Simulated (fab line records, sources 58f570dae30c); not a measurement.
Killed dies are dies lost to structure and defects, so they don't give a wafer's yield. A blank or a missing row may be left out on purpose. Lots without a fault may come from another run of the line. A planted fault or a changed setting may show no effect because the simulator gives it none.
Which tool did it? | flow berkeley_cmos170 | 14 lots, 42 wafers sampled, at 6 steps of a route of 331

WHAT THE GAUGES READ, wafer by wafer
UCB170_V1_BOW_MEAS_03.
lot  | measured     | on            | V1_BOW (um)
L978 | day 7 06:29  | film_metro-02 | 18 31 22
L977 | day 7 06:46  | film_metro-02 | 16 24 18
L980 | day 7 06:27  | film_metro-01 | 22 25 19
L983 | day 8 02:01  | film_metro-04 | 16 23 23
L982 | day 8 02:19  | film_metro-04 | 22 23 20
L985 | day 8 11:15  | film_metro-02 | 14 12 14
L984 | day 8 11:15  | film_metro-01 | 27 19 13
L988 | day 9 01:55  | film_metro-01 | 7 21 19
L989 | day 9 05:44  | film_metro-02 | 19 25 27
L991 | day 10 05:18 | film_metro-04 | 41 43 21
L994 | day 10 22:38 | film_metro-04 | 36 19 15
L998 | day 11 06:36 | film_metro-02 | 32 28 19
L999 | day 11 14:02 | film_metro-01 | 28 22 7
L100 | day 12 03:27 | film_metro-01 | 16 19 18

UCB170_V2_BOW_MEAS_03.
lot  | measured     | on            | V2_BOW (um)
L978 | day 7 14:02  | film_metro-01 | 37 49 41
L977 | day 7 14:10  | film_metro-02 | 30 38 33
L980 | day 7 13:47  | film_metro-03 | 39 42 35
L983 | day 8 07:38  | film_metro-02 | 30 37 38
L982 | day 8 07:59  | film_metro-02 | 39 40 37
L985 | day 8 16:49  | film_metro-01 | 34 31 35
L984 | day 8 17:10  | film_metro-01 | 48 39 33
L988 | day 9 07:13  | film_metro-01 | 28 41 40
L989 | day 9 10:59  | film_metro-01 | 38 45 45
L991 | day 10 10:32 | film_metro-02 | 57 59 38
L994 | day 11 03:58 | film_metro-01 | 55 37 33
L998 | day 11 11:46 | film_metro-02 | 46 43 35
L999 | day 11 19:02 | film_metro-01 | 48 41 28
L100 | day 12 08:49 | film_metro-02 | 35 37 34

UCB170_M3_CD_MEAS_90: target cd 700 nm.
lot  | measured     | on        | cd_nm (nm)
L978 | day 7 19:01  | cd_sem-02 | 701.9 704.0 701.3
L977 | day 7 19:29  | cd_sem-01 | 701.7 698.5 705.4
L980 | day 7 18:44  | cd_sem-01 | 699.9 699.8 699.2
L983 | day 8 13:12  | cd_sem-01 | 699.2 696.8 698.7
L982 | day 8 13:41  | cd_sem-02 | 699.6 700.2 699.5
L985 | day 8 21:35  | cd_sem-01 | 702.9 700.5 698.8
L984 | day 8 22:19  | cd_sem-01 | 698.7 700.4 697.6
L988 | day 9 11:55  | cd_sem-01 | 700.7 700.6 700.0
L989 | day 9 15:57  | cd_sem-01 | 698.9 698.4 697.8
L991 | day 10 14:53 | cd_sem-01 | 682.7 681.7 681.6 683.0 681.6 681.6
L994 | day 11 08:55 | cd_sem-02 | 686.9 684.8 683.7 687.3 684.5 684.0
L998 | day 11 16:18 | cd_sem-01 | 701.7 699.6 699.4
L999 | day 11 23:53 | cd_sem-02 | 695.4 698.6 696.9
L100 | day 12 13:56 | cd_sem-02 | 694.5 698.0 695.7

WHICH TOOL RAN EACH LOT (tool, then ch and the chambers of the sampled wafers, then the start)
lot  | UCB170_SDANNEAL_RTA_00           | UCB170_M3_METAL_ETCH_18           | UCB170_M3_STRIP_19
L978 | rtp_anneal-02 ch 0, day 6 14:19  | rie_metal-03 ch 0, day 7 18:43    | plasma_asher-01 ch 0,1, day 7 18:55
L977 | rtp_anneal-01 ch 0, day 6 14:38  | rie_metal-02 ch 0,1, day 7 19:11  | plasma_asher-04 ch 0,1, day 7 19:22
L980 | rtp_anneal-01 ch 0, day 6 15:19  | rie_metal-01 ch 0,1, day 7 18:27  | plasma_asher-04 ch 0,1, day 7 18:38
L983 | rtp_anneal-01 ch 0, day 7 11:31  | rie_metal-03 ch 0,1, day 8 12:56  | plasma_asher-01 ch 0,1, day 8 13:05
L982 | rtp_anneal-02 ch 0, day 7 12:39  | rie_metal-02 ch 0,1, day 8 13:26  | plasma_asher-04 ch 0,1, day 8 13:35
L985 | rtp_anneal-02 ch 0, day 7 20:54  | rie_metal-01 ch 0,1, day 8 21:17  | plasma_asher-04 ch 0,1, day 8 21:28
L984 | rtp_anneal-01 ch 0, day 7 21:22  | rie_metal-03 ch 0, day 8 21:52    | plasma_asher-01 ch 0,1, day 8 22:11
L988 | rtp_anneal-01 ch 0, day 8 12:11  | rie_metal-01 ch 1, day 9 11:36    | plasma_asher-02 ch 0,1, day 9 11:47
L989 | rtp_anneal-02 ch 0, day 8 18:10  | rie_metal-01 ch 0,1, day 9 15:34  | plasma_asher-02 ch 0,1, day 9 15:46
L991 | rtp_anneal-02 ch 0, day 9 16:38  | rie_metal-01 ch 0,1, day 10 14:38 | plasma_asher-04 ch 0,1, day 10 14:47
L994 | rtp_anneal-02 ch 0, day 10 08:44 | rie_metal-01 ch 1, day 11 08:32   | plasma_asher-02 ch 0,1, day 11 08:49
L998 | rtp_anneal-01 ch 0, day 10 18:08 | rie_metal-03 ch 0,1, day 11 15:59 | plasma_asher-01 ch 0,1, day 11 16:11
L999 | rtp_anneal-01 ch 0, day 11 04:04 | rie_metal-03 ch 0,1, day 11 23:31 | plasma_asher-02 ch 0,1, day 11 23:43
L100 | rtp_anneal-02 ch 0, day 11 13:31 | rie_metal-03 ch 0,1, day 12 13:39 | plasma_asher-01 ch 0,1, day 12 13:50
- UCB170_SDANNEAL_RTA_00: time 10 s.
- UCB170_M3_METAL_ETCH_18: etches Al in Cl2/BCl3, stops on SiO2, target depth 1170 nm, time 195 s.
- UCB170_M3_STRIP_19: strips in O2.

WHAT THE TOOLS THEMSELVES READ (means of the sampled wafers that have a number; where no wafer has one, the mark that the record gives instead)
UCB170_SDANNEAL_RTA_00.
lot  | tool          | lamp_power_pct (%) | wafer_temp_C_max
L978 | rtp_anneal-02 | 23.2               | 905.4
L977 | rtp_anneal-01 | 22.3               | 903.9
L980 | rtp_anneal-01 | 22.2               | 903.1
L983 | rtp_anneal-01 | 22.3               | 903.6
L982 | rtp_anneal-02 | 23.2               | 904.5
L985 | rtp_anneal-02 | 23.2               | 904.9
L984 | rtp_anneal-01 | 22.3               | 904.0
L988 | rtp_anneal-01 | 22.3               | 903.7
L989 | rtp_anneal-02 | 23.2               | 905.7
L991 | rtp_anneal-02 | 23.2               | 905.1
L994 | rtp_anneal-02 | 23.2               | 905.5
L998 | rtp_anneal-01 | 22.2               | 903.2
L999 | rtp_anneal-01 | 22.3               | 904.1
L100 | rtp_anneal-02 | 23.2               | 905.8

UCB170_M3_METAL_ETCH_18.
lot  | tool         | bcl3_flow_sccm (sccm) | drypump_motor_current_A (A) | oes_product_au (a.u.) | throttle_valve_pct (%)
L978 | rie_metal-03 | 45.18                 | 5.9                         | 0.840                 | 24.55
L977 | rie_metal-02 | 44.94                 | 5.9                         | 0.839                 | 24.75
L980 | rie_metal-01 | 44.97                 | 5.9                         | 0.842                 | 24.14
L983 | rie_metal-03 | 45.03                 | 5.4                         | 0.828                 | 24.47
L982 | rie_metal-02 | 45.06                 | 5.9                         | 0.846                 | 24.75
L985 | rie_metal-01 | 44.92                 | 5.6                         | 0.830                 | 24.17
L984 | rie_metal-03 | 44.92                 | 5.9                         | 0.829                 | 24.55
L988 | rie_metal-01 | 44.96                 | 6.3                         | 0.830                 | 24.11
L989 | rie_metal-01 | 44.83                 | 6.0                         | 0.836                 | 24.14
L991 | rie_metal-01 | 44.99                 | 5.6                         | 0.836                 | 24.17
L994 | rie_metal-01 | 45.04                 | 6.2                         | 0.837                 | 24.11
L998 | rie_metal-03 | 45.13                 | 5.7                         | 0.828                 | 24.51
L999 | rie_metal-03 | 44.90                 | 5.4                         | 0.838                 | 24.46
L100 | rie_metal-03 | 45.05                 | 5.7                         | 0.825                 | 24.52

UCB170_M3_STRIP_19.
lot  | tool            | drypump_motor_current_A (A) | oes_product_au (a.u.)
L978 | plasma_asher-01 | 5.2                         | 0.553
L977 | plasma_asher-04 | 5.5                         | 0.548
L980 | plasma_asher-04 | 5.5                         | 0.556
L983 | plasma_asher-01 | 5.1                         | 0.528
L982 | plasma_asher-04 | 5.5                         | 0.553
L985 | plasma_asher-04 | 5.5                         | 0.543
L984 | plasma_asher-01 | 5.2                         | 0.544
L988 | plasma_asher-02 | 6.4                         | 0.555
L989 | plasma_asher-02 | 6.0                         | 0.557
L991 | plasma_asher-04 | 5.4                         | 0.323
L994 | plasma_asher-02 | 6.4                         | 0.344
L998 | plasma_asher-01 | 5.2                         | 0.543
L999 | plasma_asher-02 | 6.0                         | 0.535
L100 | plasma_asher-01 | 5.2                         | 0.553

THE ANSWER, worked out from the rows above alone
Rule: what is usual is taken from the lots themselves. Put in order of their means at a reading, lots are off if they are a third of the lots or fewer, leave a main group of 4 or more, and stand apart from it by a gap of 3 or more times the standard deviation of the main group's means; of several such gaps the widest counts. A main group whose means are all the same, to the digits that the tables above print for the reading, isn't used. A lot without any number at a reading at which 4 lots or more have one is off too. The other lots that the step has rows for count as sound. The gauges are gone through in route order, then the tools' own readings, and for those a lot's mean is taken as printed above. The first step at which some lot is off is used, and at that step the reading that is off furthest; a lot without a number counts as furthest.
Off: L991, L994, at UCB170_M3_CD_MEAS_90 (cd_nm). The main group: mean 699.5 nm, standard deviation 1.8.
A tool fits if, at a process step before that reading, it ran every lot that is off, and no sound lot after the first of them. The gauges at UCB170_M3_CD_MEAS_90 aren't tried: what is off there is off at UCB170_M3_STRIP_19 too, on other tools, and a gauge's error can't cause that. One fits: rie_metal-01 at UCB170_M3_METAL_ETCH_18. Its last sound lot is L989 (day 9 15:34), its first lot that is off L991 (day 10 14:38): a fault that began between those two fits.

WHAT THE SIMULATOR HAD PUT IN
Process parameter drift: rie_metal-01, from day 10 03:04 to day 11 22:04, at UCB170_M3_METAL_ETCH_18. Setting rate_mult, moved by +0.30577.
Lots struck among those shown: L991, L994. The rule above found the same.
